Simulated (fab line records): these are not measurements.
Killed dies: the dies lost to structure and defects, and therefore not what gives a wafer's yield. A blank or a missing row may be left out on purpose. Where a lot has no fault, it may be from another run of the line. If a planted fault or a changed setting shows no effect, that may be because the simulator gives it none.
fab line records	flow rit-cmos
record lots=6	wafers=18	last-day=7
route steps=202 shown ACTIVE@1 FOX1@20 FOX2@23 M1@202
lots that met no fault: from a run of the same line without faults
start-h: the number of hours between the record's first day and the start of the first shown wafer of the lot	wait-h: hours from the lot's prior step to this one	" the same as in the row above	L1.1+2: several wafers, shown together as one row	- no value present, or no start provided	* or withheld: withheld	< > ~ a bound
route shown NAME@n: a module of which the file shows steps, and the number in the route of the first	usual: the fault-free wafers' mean and standard deviation	same: alike in all rows	chamber/n: place in a boat	sites: the reading at each site	_std_site: standard deviation across them	_edge_site: outer sites' mean less inner sites'	radius-mm: for every site, how far away it sits from the centre of the wafer	mask NAME#n: copy n	behind: the most recent tool/chamber to have shaped the wafer	hold: what put the lot on hold/how long, in hours/how the hold closed	device: the n, p or np transistor that did not switch	end of line: the same wafers' tests at the end of the route	step lacking rows: just its recipe	killed: not the wafer's yield, but the dies lost to structure and defects at the first sort	map: a wafer's dies, marking killed ones x, the rest . and places with no die _
set.NAME: the setting as run; set.NAME@STEP: as run at that earlier step	model.NAME: the simulator's own value behind a step, which no gauge read
a table for each step, a row for each wafer; lots at some steps of the route
services: when a tool's chamber went out of use (start-h, in hours from the record's first day, below 0 if earlier), for how many hours, and the reason
## steps
# step RIT_ACTIVE_BOW_MEAS_00
# recipe mode=bow
# usual INCOMING_BOW=1/7.1
lot.wafer	tool	chamber	start-h	wait-h	INCOMING_BOW[um]
L882.1	film-metro-04	-	25.00	-	9
L882.2	"	-	"	"	-3
L882.4	"	-	"	"	9
L888.2	film-metro-02	-	55.02	-	-5
L888.3	"	-	"	"	-5
L888.6	"	-	"	"	3
L889.1	film-metro-02	-	60.00	-	-2
L889.4	"	-	"	"	2
L889.6	"	-	"	"	1
L890.3	film-metro-04	-	65.04	-	-7
L890.4	"	-	"	"	-9
L890.5	"	-	"	"	11
L897.1	film-metro-02	-	100.00	-	-11
L897.4	"	-	"	"	-3
L897.5	"	-	"	"	-11
L901.1	film-metro-02	-	120.00	-	-5
L901.3	"	-	"	"	-2
L901.5	"	-	"	"	10
# step RIT_ACTIVE_OXIDATION_01
# recipe temp-c=1000	ambient=O2	target-thk-a=468	ox-time-s=3360
# usual ox-temp-c-max=1005.2/1.5	ox-time-s=3360/0	zone-power-centre-pct=52.6/2
lot.wafer	tool	chamber	start-h	wait-h	ox-temp-c-max	ox-time-s	zone-power-centre-pct	model.SiO2_of_ACTIVE_OXIDATION_01.thk-nm
L882.1	furnace-03	0	25.76	0.7	1006.4	3360	52.7	46.98
L882.2	"	0	"	"	1005.4	3360	54.0	47.19
L882.4	"	0	"	"	1007.0	3360	52.9	47.08
L888.2	furnace-02	0	55.12	0.1	1003.6	1512	51.3	29.67
L888.3	"	0	"	"	1003.5	1512	49.5	29.89
L888.6	"	0	"	"	1003.2	1512	51.1	29.86
L889.1	furnace-02	0	60.20	0.2	1003.2	1512	50.2	29.45
L889.4	"	0	"	"	1004.3	1512	50.5	30.5
L889.6	"	0	"	"	1004.1	1512	50.6	30.1
L890.3	furnace-03	0	65.12	0.1	1004.6	3360	52.3	47.34
L890.4	"	0	"	"	1005.5	3360	51.7	47.27
L890.5	"	0	"	"	1004.2	3360	52.1	46.82
L897.1	furnace-03	0	100.12	0.1	1005.2	3360	51.6	48.05
L897.4	"	0	"	"	1007.1	3360	52.1	47.91
L897.5	"	0	"	"	1006.0	3360	53.5	48.53
L901.1	furnace-02	0	120.12	0.1	1004.6	3360	51.3	47.54
L901.3	"	0	"	"	1003.0	3360	51.3	47.43
L901.5	"	0	"	"	1002.9	3360	50.7	47.71
# step RIT_ACTIVE_THK_MEAS_02
# recipe reads=SiO2_of_ACTIVE_OXIDATION_01
# usual ACTIVE_OXIDE_THK=47.0/0.77
lot.wafer	tool	chamber	start-h	wait-h	ACTIVE_OXIDE_THK[nm]
L882.1	film-metro-02	-	27.69	0.0	47.0
L882.2	"	-	"	"	47.2
L882.4	"	-	"	"	47.1
L888.2	film-metro-02	-	57.06	0.0	29.6
L888.3	"	-	"	"	29.9
L888.6	"	-	"	"	29.9
L889.1	film-metro-01	-	62.13	0.0	29.5
L889.4	"	-	"	"	30.5
L889.6	"	-	"	"	30.0
L890.3	film-metro-02	-	67.07	0.0	47.3
L890.4	"	-	"	"	47.3
L890.5	"	-	"	"	46.8
L897.1	film-metro-04	-	102.05	0.0	48.0
L897.4	"	-	"	"	47.9
L897.5	"	-	"	"	48.5
L901.1	film-metro-02	-	122.06	0.0	47.6
L901.3	"	-	"	"	47.5
L901.5	"	-	"	"	47.7
# step RIT_ACTIVE_CVD_03
# recipe material=Si3N4	target-thk-nm=150	temp-c=810	precursor=SiH2Cl2/NH3	time-s=1500	pressure-mtorr=300	sih2cl2-flow-sccm=60	nh3-flow-sccm=150
# step RIT_ACTIVE_THK_MEAS_04
# recipe reads=Si3N4_of_ACTIVE_CVD_03
# usual ACTIVE_NITRIDE_THK=149.9/1.5
lot.wafer	tool	chamber	start-h	wait-h	ACTIVE_NITRIDE_THK[nm]
L882.1	film-metro-01	-	29.62	0.0	149.2
L882.2	"	-	"	"	149.6
L882.4	"	-	"	"	150.8
L888.2	film-metro-02	-	58.54	0.0	150.9
L888.3	"	-	"	"	150.7
L888.6	"	-	"	"	151.4
L889.1	film-metro-02	-	63.61	0.0	149.4
L889.4	"	-	"	"	149.1
L889.6	"	-	"	"	149.1
L890.3	film-metro-01	-	69.33	0.0	149.1
L890.4	"	-	"	"	149.9
L890.5	"	-	"	"	147.4
L897.1	film-metro-02	-	103.53	0.0	147.1
L897.4	"	-	"	"	146.3
L897.5	"	-	"	"	147.0
L901.1	film-metro-04	-	124.50	0.0	150.1
L901.3	"	-	"	"	150.0
L901.5	"	-	"	"	148.0
# step RIT_ACTIVE_HMDS_05
# recipe prime-time-s=60	prime-temp-c=140
# step RIT_ACTIVE_COAT_06
# recipe resist=NOVOLAK	spin-rpm=3250	resist-thk-nm=1000
# step RIT_ACTIVE_SOFTBAKE_07
# recipe resist=NOVOLAK	temp-c=90	time-s=60
# step RIT_ACTIVE_EXPOSE_08
# recipe mask-id=M1	na=0.6	source-shape=conventional	sigma-outer=0.6	target-cd-nm=1400	dose-mj=225
# step RIT_ACTIVE_PEB_09
# recipe resist=NOVOLAK	temp-c=withheld	time-s=withheld
# step RIT_ACTIVE_DEVELOP_10
# recipe resist=NOVOLAK	develop-time-s=50	dev-temp-c=23
# step RIT_ACTIVE_CD_MEAS_11
# recipe target-cd-nm=1400
# usual cd-nm=1400.5/2
lot.wafer	tool	chamber	start-h	wait-h	cd-nm
L882.1	cd-sem-01	-	30.53	-	1400.5
L882.2	"	-	"	"	1399.0
L882.4	"	-	"	"	1400.3
L888.2	cd-sem-02	-	59.46	-	1401.8
L888.3	"	-	"	"	1400.5
L888.6	"	-	"	"	1401.8
L889.1	cd-sem-02	-	64.52	-	1398.8
L889.4	"	-	"	"	1400.4
L889.6	"	-	"	"	1399.3
L890.3	cd-sem-02	-	70.29	-	1400.6
L890.4	"	-	"	"	1401.2
L890.5	"	-	"	"	1401.3
L897.1	cd-sem-02	-	104.56	-	1401.8
L897.4	"	-	"	"	1403.2
L897.5	"	-	"	"	1405.6
L901.1	cd-sem-01	-	125.58	-	1400.3
L901.3	"	-	"	"	1403.3
L901.5	"	-	"	"	1403.0
# step RIT_ACTIVE_HARDBAKE_12
# recipe resist=NOVOLAK	temp-c=140	time-s=60
# step RIT_ACTIVE_ETCH_13
# recipe stop-on=SiO2	chemistry=SF6	target=Si3N4	time-s=210	over-etch-frac=0.4	SF6_flow_sccm=200	pressure-mtorr=260	rf-w=125	target-depth-a=2100
# usual SF6_flow_sccm=200.1/0.59	drypump-motor-current-A=5.4/0.36	oes-product-au=0.821/0.0092	throttle-valve-pct=7.43/0.096
lot.wafer	tool	chamber	start-h	wait-h	SF6_flow_sccm	drypump-motor-current-A	oes-product-au	rf-hours-counter-h	throttle-valve-pct
L882.1	rie-diel-01	2	30.80	0.1	199.8	6.1	0.829	38	7.67
L882.2	"	3	"	"	200.2	4.8	0.822	141	7.51
L882.4	"	1	"	"	199.4	5.0	0.822	93	7.44
L888.2	rie-diel-04	3	59.71	0.1	199.6	5.6	0.823	123	7.32
L888.3	"	2	"	"	199.3	5.4	0.821	60	7.37
L888.6	"	3	"	"	200.5	5.6	0.829	-	7.31
L889.1	rie-diel-03	1	64.79	0.1	199.5	5.1	0.812	1	7.30
L889.4	"	0	"	"	199.1	5.6	0.807	5	7.58
L889.6	"	1	"	"	199.5	5.1	0.802	-	7.27
L890.3	rie-diel-01	3	70.52	0.1	200.5	4.8	0.819	142	7.49
L890.4	"	0	"	"	199.8	5.8	0.830	6	7.40
L890.5	"	0	"	"	199.5	5.9	0.816	-	7.41
L897.1	rie-diel-03	0	104.83	0.1	199.9	5.6	0.803	6	7.59
L897.4	"	3	"	"	200.8	5.2	0.810	43	7.42
L897.5	"	2	"	"	201.0	5.9	0.824	-	7.49
L901.1	rie-diel-03	0	125.85	0.1	199.9	5.6	0.804	7	7.57
L901.3	"	1	"	"	200.0	5.1	0.817	2	7.29
L901.5	"	1	"	"	200.0	5.1	0.807	-	7.28
# step RIT_ACTIVE_STRIP_14
# recipe chemistry=O2	time-s=180	resist=NOVOLAK	platen-temp-c=withheld	power-w=500	pressure-mtorr=4000	o2-flow-sccm=4000
# usual drypump-motor-current-A=6.0/0.57
lot.wafer	tool	chamber	start-h	wait-h	drypump-motor-current-A	rf-hours-counter-h
L882.1	plasma-asher-01	0	30.93	0.1	6.6	40
L882.2	"	1	"	"	5.1	40
L882.4	"	1	"	"	5.1	-
L888.2	plasma-asher-01	1	59.84	0.1	5.1	42
L888.3	"	0	"	"	6.6	-
L888.6	"	0	"	"	6.6	-
L889.1	plasma-asher-02	1	64.92	0.1	6.4	28
L889.4	"	1	"	"	6.4	-
L889.6	"	0	"	"	6.1	-
L890.3	plasma-asher-02	0	70.71	0.1	6.1	-
L890.4	"	1	"	"	6.4	-
L890.5	"	0	"	"	6.1	-
L897.1	plasma-asher-01	0	104.97	0.1	6.6	47
L897.4	"	0	"	"	6.6	-
L897.5	"	0	"	"	6.6	-
L901.1	plasma-asher-02	0	125.98	0.1	6.1	35
L901.3	"	1	"	"	6.4	-
L901.5	"	1	"	"	6.4	-
# step RIT_ACTIVE_CD_MEAS_90
# recipe target-cd-nm=1400
# usual cd-nm=1400.5/2.1
lot.wafer	tool	chamber	start-h	wait-h	cd-nm
L882.1	cd-sem-01	-	31.11	0.1	1400.4
L882.2	"	-	"	"	1399.6
L882.4	"	-	"	"	1400.6
L888.2	cd-sem-01	-	60.04	0.1	1401.7
L888.3	"	-	"	"	1400.0
L888.6	"	-	"	"	1401.6
L889.1	cd-sem-01	-	65.10	0.1	1398.1
L889.4	"	-	"	"	1400.4
L889.6	"	-	"	"	1399.2
L890.3	cd-sem-01	-	70.87	0.1	1400.8
L890.4	"	-	"	"	1400.9
L890.5	"	-	"	"	1400.7
L897.1	cd-sem-01	-	105.23	0.2	1401.8
L897.4	"	-	"	"	1403.4
L897.5	"	-	"	"	1405.8
L901.1	cd-sem-02	-	126.16	0.1	1400.3
L901.3	"	-	"	"	1403.1
L901.5	"	-	"	"	1402.5
# step RIT_ACTIVE_CLEAN_15
# recipe chemistry=SC1	mix=3:3:50	time-s=600	temp-c=75
# step RIT_ACTIVE_CLEAN_16
# recipe chemistry=dHF	dilution=50:1	time-s=30
# step RIT_ACTIVE_CLEAN_17
# recipe chemistry=SC2	mix=3:3:50	time-s=600	temp-c=75	dry=n2-spin
# step RIT_FOX1_OXIDATION_00
# recipe temp-c=1100	ambient=H2O	target-thk-a=3507	p-h2o-torr=720	ox-time-s=1130
# step RIT_FOX1_THK_MEAS_01
# recipe reads=SiO2_of_FOX1_OXIDATION_00
# usual FOX1_OXIDE_THK=351/6
lot.wafer	tool	chamber	start-h	wait-h	FOX1_OXIDE_THK[nm]
L882.1	film-metro-04	-	36.82	0.0	346
L882.2	"	-	"	"	351
L882.4	"	-	"	"	351
L888.2	film-metro-03	-	61.91	0.0	355
L888.3	"	-	"	"	353
L888.6	"	-	"	"	352
L889.1	film-metro-03	-	66.90	0.0	350
L889.4	"	-	"	"	354
L889.6	"	-	"	"	352
L890.3	film-metro-04	-	75.94	0.0	345
L890.4	"	-	"	"	352
L890.5	"	-	"	"	343
L897.1	film-metro-04	-	107.85	0.0	362
L897.4	"	-	"	"	360
L897.5	"	-	"	"	363
L901.1	film-metro-02	-	128.34	0.0	341
L901.3	"	-	"	"	349
L901.5	"	-	"	"	344
# step RIT_FOX1_WET_ETCH_02
# recipe chemistry=BOE	target-depth-nm=350	time-s=390	temp-c=21.5	dry=n2-spin	dilution=10:1	target=SiO2
# step RIT_FOX2_OXIDATION_00
# recipe temp-c=1100	ambient=H2O	target-thk-a=3507	p-h2o-torr=720	ox-time-s=1130
# step RIT_FOX2_THK_MEAS_01
# recipe reads=SiO2_of_FOX2_OXIDATION_00
# usual FOX2_OXIDE_THK=351/6.4
lot.wafer	tool	chamber	start-h	wait-h	FOX2_OXIDE_THK[nm]
L882.1	film-metro-02	-	38.31	0.0	345
L882.2	"	-	"	"	346
L882.4	"	-	"	"	346
L888.2	film-metro-03	-	63.45	0.0	358
L888.3	"	-	"	"	357
L888.6	"	-	"	"	352
L889.1	film-metro-03	-	68.39	0.0	346
L889.4	"	-	"	"	343
L889.6	"	-	"	"	343
L890.3	film-metro-02	-	78.39	0.0	343
L890.4	"	-	"	"	343
L890.5	"	-	"	"	337
L897.1	film-metro-01	-	109.34	0.0	349
L897.4	"	-	"	"	352
L897.5	"	-	"	"	349
L901.1	film-metro-02	-	129.95	0.0	338
L901.3	"	-	"	"	338
L901.5	"	-	"	"	343
# step RIT_FOX2_CLEAN_02
# recipe chemistry=dHF	dilution=50:1	time-s=180
# step RIT_FOX2_WET_ETCH_03
# recipe chemistry=H3PO4	target=Si3N4	target-depth-nm=195	temp-c=165	time-s=2700
# usual bath-heat-duty-pct=29/3.3
lot.wafer	tool	chamber	start-h	wait-h	bath-heat-duty-pct	model.SiO2_of_ACTIVE_OXIDATION_01.thk-nm
L882.1	wet-bench-04	1	38.43	0.0	31	37.65
L882.2	"	1	"	"	31	41.73
L882.4	"	1	"	"	30	41.62
L888.2	wet-bench-03	0	63.56	0.0	25	26.35
L888.3	"	0	"	"	26	26.09
L888.6	"	0	"	"	26	26.52
L889.1	wet-bench-01	0	68.50	0.0	26	26.11
L889.4	"	0	"	"	27	26.71
L889.6	"	0	"	"	28	26.7
L890.3	wet-bench-03	2	78.49	0.0	27	41.99
L890.4	"	2	"	"	27	39.74
L890.5	"	2	"	"	25	39.33
L897.1	wet-bench-03	2	109.51	0.0	28	42.21
L897.4	"	2	"	"	27	42.45
L897.5	"	2	"	"	28	42.97
L901.1	wet-bench-03	1	130.12	0.0	34	41.87
L901.3	"	1	"	"	34	42.11
L901.5	"	1	"	"	36	42.37
# step RIT_FOX2_THK_MEAS_90
# recipe reads=SiO2_of_FOX2_OXIDATION_00
# usual FIELD_OXIDE_LEFT_1_THK=323/6.6
lot.wafer	tool	chamber	start-h	wait-h	FIELD_OXIDE_LEFT_1_THK[nm]
L882.1	film-metro-01	-	39.19	0.0	317
L882.2	"	-	"	"	319
L882.4	"	-	"	"	318
L888.2	film-metro-02	-	64.33	0.0	331
L888.3	"	-	"	"	330
L888.6	"	-	"	"	325
L889.1	film-metro-03	-	69.33	0.0	318
L889.4	"	-	"	"	316
L889.6	"	-	"	"	315
L890.3	film-metro-02	-	79.27	0.0	316
L890.4	"	-	"	"	315
L890.5	"	-	"	"	309
L897.1	film-metro-01	-	110.27	0.0	321
L897.4	"	-	"	"	325
L897.5	"	-	"	"	321
L901.1	film-metro-01	-	130.88	0.0	311
L901.3	"	-	"	"	311
L901.5	"	-	"	"	315
# step RIT_M1_PROBE_99
# usual killed-at-contacts=0.1/0.25	killed-at-front-end=8/3.3	killed-dies=8/3.3	killed-open=3.9/2.1	killed-short=3.8/2.2
# same gross-dies=264	killed_at_M0_to_M3=0	killed_at_M4_up=0	killed-at-back-side=0	killed-at-other=0
lot.wafer	tool	chamber	start-h	wait-h	killed-at-contacts	killed-at-front-end	killed-dies	killed-open	killed-short	model.etest.pldd.width-nm	model.etest.nldd.width-nm	model.etest.nplus-sal.width-nm	model.etest.pplus-sal.width-nm	model.etest.nmos_0p3.r-on-ohm-um	model.etest.nmos-narrow.drive-ua-um	model.etest.pmos-narrow.drive-ua-um	model.etest.nmos_0p3.drive-ua-um
L882.1	prober-01	-	79.46	0.1	0	7	7	2	5	3183	3191	3446	3434	2150	229.1	102.2	226
L882.2	prober-01	-	79.51	0.1	0	3	3	1	1	3179	3188	3440	3450	2155	225.7	101.1	224.6
L882.4	prober-01	-	79.61	0.2	0	3	3	3	0	3185	3172	3459	3429	2178	222.6	100.2	221.4
L888.2	prober-01	-	103.72	0.1	0	8	8	4	4	3322	3305	3556	3556	2130	267.3	118.8	238.3
L888.3	prober-01	-	103.77	0.2	0	5	5	5	0	3312	3301	3519	3547	2091	264.6	116.6	236.1
L888.6	prober-01	-	103.92	0.2	0	12	12	7	5	3320	3312	3561	3546	2088	271.4	120.5	239.3
L889.1	prober-02	-	107.80	0.1	0	11	11	5	6	3322	3329	3545	3527	2121	257.3	116.1	227.4
L889.4	prober-02	-	107.95	0.2	0	7	7	6	1	3332	3311	3560	3551	2141	260.8	118.1	232
L889.6	prober-02	-	108.05	0.2	0	5	5	1	4	3325	3312	3540	3540	2106	255.5	116.9	226.9
L890.3	prober-01	-	118.77	0.2	0	8	8	2	6	3186	3174	3463	3448	2191	226.6	100.1	224
L890.4	prober-01	-	118.82	0.2	0	9	9	7	2	3184	3171	3465	3463	2222	223.1	98.48	222.9
L890.5	prober-01	-	118.87	0.2	0	5	5	3	2	3200	3186	3461	3474	2241	225.3	99.04	220.3
L897.1	prober-02	-	149.34	0.1	0	16	16	7	9	3166	3156	3433	3415	2210	215.6	99.15	218.1
L897.4	prober-02	-	149.49	0.2	0	12	12	6	6	3167	3153	3451	3463	2237	215.1	98.27	216.7
L897.5	prober-02	-	149.54	0.2	1	7	8	3	5	3161	3164	3453	3440	2216	216.4	98.94	219
L901.1	prober-02	-	173.74	0.1	0	8	8	3	4	3200	3205	3456	3456	2259	211.3	98.56	208.4
L901.3	prober-02	-	173.84	0.2	0	6	6	3	3	3196	3183	3455	3467	2203	220.8	102.7	216.8
L901.5	prober-02	-	173.94	0.2	0	6	6	3	3	3174	3190	3444	3453	2219	213	99.38	211.6
# killed by level:class
L882.1 GATE:geometric-particle:open=2 SPACER:geometric-particle:short=2 FOX2:geometric-particle:short=1 GATE:geometric-particle:short=1 REOX:geometric-particle:short=1
L882.2 FOX1:geometric-particle:open=1 GATE:geometric-particle:short=1 ACTIVE:coat-microbubble-printed=1
L882.4 GATE:geometric-particle:open=1 REOX:geometric-particle:open=1 SPACER:geometric-particle:open=1
L888.2 SPACER:geometric-particle:open=2 SILICIDE:geometric-particle:short=2 SILICIDE:geometric-particle:open=2 GATE:geometric-particle:short=1 SPACER:geometric-particle:short=1
L888.3 GATE:geometric-particle:open=3 REOX:geometric-particle:open=1 SILICIDE:geometric-particle:open=1
L888.6 GATE:geometric-particle:short=3 FOX2:geometric-particle:open=2 SPACER:geometric-particle:open=2 FOX1:geometric-particle:short=1 GATE:geometric-particle:open=1 REOX:geometric-particle:open=1 SPACER:geometric-particle:short=1 SILICIDE:geometric-particle:open=1
L889.1 GATE:geometric-particle:short=2 REOX:geometric-particle:open=2 REOX:geometric-particle:short=2 SPACER:geometric-particle:open=2 FOX1:geometric-particle:short=1 FOX2:geometric-particle:open=1 SPACER:geometric-particle:short=1
L889.4 FOX2:geometric-particle:open=2 GATE:geometric-particle:open=2 FOX1:geometric-particle:open=1 REOX:geometric-particle:short=1 SILICIDE:geometric-particle:open=1
L889.6 SILICIDE:geometric-particle:short=2 FOX2:geometric-particle:open=1 FOX2:geometric-particle:short=1 GATE:geometric-particle:short=1
L890.3 GATE:geometric-particle:open=2 GATE:geometric-particle:short=2 SPACER:geometric-particle:short=2 FOX2:geometric-particle:short=1 SILICIDE:geometric-particle:short=1
L890.4 GATE:geometric-particle:open=4 REOX:geometric-particle:open=2 FOX2:geometric-particle:open=1 SPACER:geometric-particle:short=1 SILICIDE:geometric-particle:short=1
L890.5 GATE:geometric-particle:open=2 SILICIDE:geometric-particle:short=2 REOX:geometric-particle:open=1
L897.1 SILICIDE:geometric-particle:short=3 FOX1:geometric-particle:open=2 FOX1:geometric-particle:short=2 GATE:geometric-particle:open=2 GATE:geometric-particle:short=2 SPACER:geometric-particle:short=2 REOX:geometric-particle:open=1 SPACER:geometric-particle:open=1
L897.4 GATE:geometric-particle:open=3 GATE:geometric-particle:short=2 SILICIDE:geometric-particle:open=2 SILICIDE:geometric-particle:short=2 REOX:geometric-particle:open=1 REOX:geometric-particle:short=1 SPACER:geometric-particle:short=1
L897.5 SILICIDE:geometric-particle:short=3 SILICIDE:geometric-particle:open=2 GATE:geometric-particle:open=1 SPACER:geometric-particle:short=1 CONTACT:geometric-particle:short=1
L901.1 GATE:geometric-particle:short=3 FOX2:geometric-particle:short=1 FOX2:geometric-particle:open=1 GATE:geometric-particle:open=1 SILICIDE:geometric-particle:open=1 PWELL:coat-microbubble-printed=1
L901.3 GATE:geometric-particle:open=2 FOX1:geometric-particle:short=1 GATE:geometric-particle:short=1 REOX:geometric-particle:short=1 SPACER:geometric-particle:open=1
L901.5 GATE:geometric-particle:short=2 FOX1:geometric-particle:open=1 GATE:geometric-particle:open=1 REOX:geometric-particle:short=1 SILICIDE:geometric-particle:open=1
## services
tool	chamber	start-h	hours	kind
furnace-02	-	4.43	3.7	pm
wet-bench-04	-	5.52	1.8	repair
furnace-02	-	10.88	7.8	repair
furnace-03	-	27.69	4.7	pm
furnace-02	-	33.84	4.1	pm
rie-diel-01	2	34.05	8.1	repair
wet-bench-01	-	40.80	1.9	pm
rie-diel-04	-	49.01	1.1	repair
rie-diel-01	-	98.85	2.4	repair
plasma-asher-01	-	112.34	9.9	pm
## key
first-sign step=RIT_ACTIVE_OXIDATION_01	reading=ox-time-s	direction=down	sigmas=99+	usual=*	struck=*
effect step=RIT_ACTIVE_THK_MEAS_02	reading=ACTIVE_OXIDE_THK	direction=down	sigmas=22	usual=47.0	struck=29.9
model-effect step=RIT_ACTIVE_OXIDATION_01	value=SiO2_of_ACTIVE_OXIDATION_01.thk-nm	without=47.58	struck=29.91
model-effect step=RIT_FOX2_WET_ETCH_03	value=SiO2_of_ACTIVE_OXIDATION_01.thk-nm	without=42.09	struck=26.41
model-effect step=RIT_M1_PROBE_99	value=etest.pldd.width-nm	without=3181	struck=3322
met-at RIT_ACTIVE_OXIDATION_01
struck-wafers L888.2,L888.3,L888.6,L889.1,L889.4,L889.6
tester-left-out L888,L889
fault kind=process-parameter-drift	tool=furnace-02	chamber=-	onset-h=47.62	steps=RIT_ACTIVE_OXIDATION_01	channel=ox-time-s	offset=*	shape=step	end-h=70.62	acts-in=*	stated=*
# tester-left-out: of these lots the tester's yield and bins aren't shown, on N5 and GAA mostly nor the transistor test; their killed dies are dies lost to structure and defects alone, not to doping, threshold or leakage, so they don't give the yield
